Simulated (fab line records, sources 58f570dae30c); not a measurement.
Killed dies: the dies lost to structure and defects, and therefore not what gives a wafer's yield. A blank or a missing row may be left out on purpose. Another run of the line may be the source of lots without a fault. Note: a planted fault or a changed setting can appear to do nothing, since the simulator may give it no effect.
Matching of chambers ; flow berkeleyCmos170 ; 4 sister chambers for UCB170_V1_CMP_02 on cmp-01
The step polishes SiO2. 7 wafers are shown with their chamber, then 7 later ones without.

== WAFERS PAIRED WITH THEIR CHAMBERS ==
wafer;chamber;motorCurrentA (A)
L615.1;2;14.7
L615.4;3;15.6
L619.1;2;14.8
L619.3;1;16.1
L619.6;1;16.1
L630.1;3;15.8
L630.2;0;14.4

== WAFERS MISSING THEIR CHAMBER ==
wafer;motorCurrentA (A)
L630.3;15.6
L631.2;16.2
L631.4;15.2
L631.6;16.3
L633.1;16.5
L633.3;15.9
L633.5;14.6

== CHAMBER TAKEN BY EACH ==
wafer;from the rows above;in truth
L630.3;3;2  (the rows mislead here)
L631.2;1;1
L631.4;can't be placed: 2 or 3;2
L631.6;1;1
L633.1;1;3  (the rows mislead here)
L633.3;can't be placed: 1 or 3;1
L633.5;can't be placed: 2 or 0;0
2 of 7 placed correctly. Cannot be placed on the basis of these rows: 3; the candidates contain the true chamber in 3. Number placed wrongly: 2.
How it was worked out, from the rows above alone: a wafer's distance from a chamber is the root of the sum, over the readings, of the square of ((its reading less the chamber's mean) divided by the reading's scatter). If the next closest chamber is less than 2 further off than the closest, the wafer can't be placed; otherwise it belongs to the closest. A chamber's mean is the mean of its shown wafers. The scatter: take each reading less its chamber's mean, square it, sum over the shown wafers, divide by the number of wafers less the number of chambers, and take the root.
